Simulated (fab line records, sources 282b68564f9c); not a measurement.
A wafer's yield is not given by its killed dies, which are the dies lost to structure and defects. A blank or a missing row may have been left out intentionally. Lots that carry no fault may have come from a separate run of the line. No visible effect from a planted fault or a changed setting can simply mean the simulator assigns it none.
Split-lot experiment || flow ritCmos || 23 wafers read from 5 lots, route of 202 steps

## THE SPLIT
At RIT_SPACER_CVD_03 (deposits Si3N4 from SiH2Cl2/NH3, target thk 250 nm, time 3300 s), the setting sih2cl2FlowSccm was moved away from the recipe's 60 sccm on 15 of the 23 wafers read, by -14.8% to +13.9%. The other wafers ran this setting at the recipe's value.

The file shows no step between the split and the reading.

## THE READING
Values of SPACER_NITRIDE_THK in nm from RIT_SPACER_THK_MEAS_04. Fault-free wafers of this fab line usually give 249.9 nm, standard deviation 1.5 nm.

{"wafer": "L074.2", "tool, chamber at the split": "-, -", "sih2cl2FlowSccm as run, sccm": 51.15, "against the recipe": "-14.8%", "SPACER_NITRIDE_THK, nm": 243.4, "against lot-mates on the recipe": "no lot-mate on the recipe"}
{"wafer": "L074.3", "tool, chamber at the split": "-, -", "sih2cl2FlowSccm as run, sccm": 51.15, "against the recipe": "-14.8%", "SPACER_NITRIDE_THK, nm": 242.0, "against lot-mates on the recipe": "no lot-mate on the recipe"}
{"wafer": "L074.4", "tool, chamber at the split": "-, -", "sih2cl2FlowSccm as run, sccm": 51.15, "against the recipe": "-14.8%", "SPACER_NITRIDE_THK, nm": 241.5, "against lot-mates on the recipe": "no lot-mate on the recipe"}
{"wafer": "L074.5", "tool, chamber at the split": "-, -", "sih2cl2FlowSccm as run, sccm": 51.15, "against the recipe": "-14.8%", "SPACER_NITRIDE_THK, nm": 243.2, "against lot-mates on the recipe": "no lot-mate on the recipe"}
{"wafer": "L074.6", "tool, chamber at the split": "-, -", "sih2cl2FlowSccm as run, sccm": 51.15, "against the recipe": "-14.8%", "SPACER_NITRIDE_THK, nm": 241.7, "against lot-mates on the recipe": "no lot-mate on the recipe"}
{"wafer": "L078.1", "tool, chamber at the split": "-, -", "sih2cl2FlowSccm as run, sccm": 57.01, "against the recipe": "-5.0%", "SPACER_NITRIDE_THK, nm": 244.8, "against lot-mates on the recipe": "no lot-mate on the recipe"}
{"wafer": "L078.2", "tool, chamber at the split": "-, -", "sih2cl2FlowSccm as run, sccm": 57.01, "against the recipe": "-5.0%", "SPACER_NITRIDE_THK, nm": 246.5, "against lot-mates on the recipe": "no lot-mate on the recipe"}
{"wafer": "L078.3", "tool, chamber at the split": "-, -", "sih2cl2FlowSccm as run, sccm": 57.01, "against the recipe": "-5.0%", "SPACER_NITRIDE_THK, nm": 247.7, "against lot-mates on the recipe": "no lot-mate on the recipe"}
{"wafer": "L078.4", "tool, chamber at the split": "-, -", "sih2cl2FlowSccm as run, sccm": 57.01, "against the recipe": "-5.0%", "SPACER_NITRIDE_THK, nm": 245.6, "against lot-mates on the recipe": "no lot-mate on the recipe"}
{"wafer": "L078.6", "tool, chamber at the split": "-, -", "sih2cl2FlowSccm as run, sccm": 57.01, "against the recipe": "-5.0%", "SPACER_NITRIDE_THK, nm": 246.0, "against lot-mates on the recipe": "no lot-mate on the recipe"}
{"wafer": "L082.1", "tool, chamber at the split": "lpcvd-01, 0", "sih2cl2FlowSccm as run, sccm": 60, "against the recipe": "recipe", "SPACER_NITRIDE_THK, nm": 249.3, "against lot-mates on the recipe": "-"}
{"wafer": "L082.4", "tool, chamber at the split": "lpcvd-01, 0", "sih2cl2FlowSccm as run, sccm": 60, "against the recipe": "recipe", "SPACER_NITRIDE_THK, nm": 247.6, "against lot-mates on the recipe": "-"}
{"wafer": "L082.5", "tool, chamber at the split": "lpcvd-01, 0", "sih2cl2FlowSccm as run, sccm": 60, "against the recipe": "recipe", "SPACER_NITRIDE_THK, nm": 249.1, "against lot-mates on the recipe": "-"}
{"wafer": "L083.1", "tool, chamber at the split": "-, -", "sih2cl2FlowSccm as run, sccm": 68.36, "against the recipe": "+13.9%", "SPACER_NITRIDE_THK, nm": 257.5, "against lot-mates on the recipe": "no lot-mate on the recipe"}
{"wafer": "L083.2", "tool, chamber at the split": "-, -", "sih2cl2FlowSccm as run, sccm": 68.36, "against the recipe": "+13.9%", "SPACER_NITRIDE_THK, nm": 257.4, "against lot-mates on the recipe": "no lot-mate on the recipe"}
{"wafer": "L083.3", "tool, chamber at the split": "-, -", "sih2cl2FlowSccm as run, sccm": 68.36, "against the recipe": "+13.9%", "SPACER_NITRIDE_THK, nm": 260.4, "against lot-mates on the recipe": "no lot-mate on the recipe"}
{"wafer": "L083.4", "tool, chamber at the split": "-, -", "sih2cl2FlowSccm as run, sccm": 68.36, "against the recipe": "+13.9%", "SPACER_NITRIDE_THK, nm": 259.5, "against lot-mates on the recipe": "no lot-mate on the recipe"}
{"wafer": "L083.5", "tool, chamber at the split": "-, -", "sih2cl2FlowSccm as run, sccm": 68.36, "against the recipe": "+13.9%", "SPACER_NITRIDE_THK, nm": 258.2, "against lot-mates on the recipe": "no lot-mate on the recipe"}
{"wafer": "L085.1", "tool, chamber at the split": "-, -", "sih2cl2FlowSccm as run, sccm": 60, "against the recipe": "recipe", "SPACER_NITRIDE_THK, nm": 252.4, "against lot-mates on the recipe": "-"}
{"wafer": "L085.2", "tool, chamber at the split": "-, -", "sih2cl2FlowSccm as run, sccm": 60, "against the recipe": "recipe", "SPACER_NITRIDE_THK, nm": 249.8, "against lot-mates on the recipe": "-"}
{"wafer": "L085.3", "tool, chamber at the split": "-, -", "sih2cl2FlowSccm as run, sccm": 60, "against the recipe": "recipe", "SPACER_NITRIDE_THK, nm": 249.3, "against lot-mates on the recipe": "-"}
{"wafer": "L085.4", "tool, chamber at the split": "-, -", "sih2cl2FlowSccm as run, sccm": 60, "against the recipe": "recipe", "SPACER_NITRIDE_THK, nm": 250.6, "against lot-mates on the recipe": "-"}
{"wafer": "L085.6", "tool, chamber at the split": "-, -", "sih2cl2FlowSccm as run, sccm": 60, "against the recipe": "recipe", "SPACER_NITRIDE_THK, nm": 252.0, "against lot-mates on the recipe": "-"}

THE FIT
A straight line over all 23 wafers: SPACER_NITRIDE_THK changes by +0.578 nm for each +1% of sih2cl2FlowSccm; r = +0.97; the points scatter about the line by 1.4 nm.
Too few moved wafers have a lot-mate on the recipe to fit a line with each lot's own level taken away.

## THE WHOLE CHAIN: every reading that the file lists as answering this split, in the file's order
{"step": "RIT_SPACER_CVD_03", "what it does": "deposits Si3N4 from SiH2Cl2/NH3, target thk 250 nm, time 3300 s", "reading": "Si3N4_of_SPACER_CVD_03.thkNm (the simulator's own value, which no gauge read)", "change (the file's fit)": "+0.582 nm for each +1% of the setting", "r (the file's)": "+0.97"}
{"step": "RIT_SPACER_THK_MEAS_04", "what it does": "", "reading": "SPACER_NITRIDE_THK", "change (the file's fit)": "+0.579 for each +1% of the setting", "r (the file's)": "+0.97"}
{"step": "RIT_SPACER_ETCHBACK_05", "what it does": "etches Si3N4 in SF6/CHF3, stops on SiO2, target depth 250 nm, time 240 s", "reading": "Si3N4_of_SPACER_CVD_03.thkNm (the simulator's own value, which no gauge read)", "change (the file's fit)": "+0.435 nm for each +1% of the setting", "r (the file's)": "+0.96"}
{"step": "RIT_SPACER_ETCHBACK_05", "what it does": "etches Si3N4 in SF6/CHF3, stops on SiO2, target depth 250 nm, time 240 s", "reading": "etch.depthNm (the simulator's own value, which no gauge read)", "change (the file's fit)": "+0.622 nm for each +1% of the setting", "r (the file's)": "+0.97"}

## THE FILE'S OWN FIT
SPACER_NITRIDE_THK changes by +0.579 nm for each +1% of sih2cl2FlowSccm, r = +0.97.
